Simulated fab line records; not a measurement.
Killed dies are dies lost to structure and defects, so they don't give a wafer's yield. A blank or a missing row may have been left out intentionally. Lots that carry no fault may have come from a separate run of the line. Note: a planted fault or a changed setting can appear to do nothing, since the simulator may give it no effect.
Chamber matching	flow berkeleyCmos170	rieDiel-02 running UCB170_M2_ETCH_17: 4 sister chambers
The step etches BARC in N2/H2. 4 wafers are shown with their chamber, then 7 later ones without.

WAFERS PAIRED WITH THEIR CHAMBERS
wafer	chamber	drypumpMotorCurrentA (A)
L365.1	0	6.5
L371.6	1	6.5
L380.1	3	6.0
L380.5	2	5.5

WAFERS WITH NO CHAMBER GIVEN
wafer	drypumpMotorCurrentA (A)
L380.6	6.5
L381.2	6.5
L381.3	6.4
L381.6	6.0
L383.2	6.5
L383.3	6.0
L383.6	6.5

THE CHAMBER EACH PASSED THROUGH
wafer	from the rows above	in truth
L380.6	can't be placed: 0 or 1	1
L381.2	can't be placed: 0 or 1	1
L381.3	can't be placed: 0 or 1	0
L381.6	3	3
L383.2	can't be placed: 0 or 1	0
L383.3	3	3
L383.6	can't be placed: 0 or 1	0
2 of 7 placed correctly. Can't be placed from these rows: 5 (the true chamber is among the candidates in 5). Wrongly placed: 0.
How it was worked out, from the rows above alone: a wafer's distance from a chamber is the root of the sum, over the readings, of the square of ((its reading less the chamber's mean) divided by the reading's scatter). If the next closest chamber is less than 2 further off than the closest, the wafer can't be placed; otherwise it belongs to the closest. The mean given for a chamber averages the wafers shown for that chamber. The scatter (one wafer shown for each chamber): square how far every hidden wafer sits from the nearest shown wafer, average those squares and take the square root.
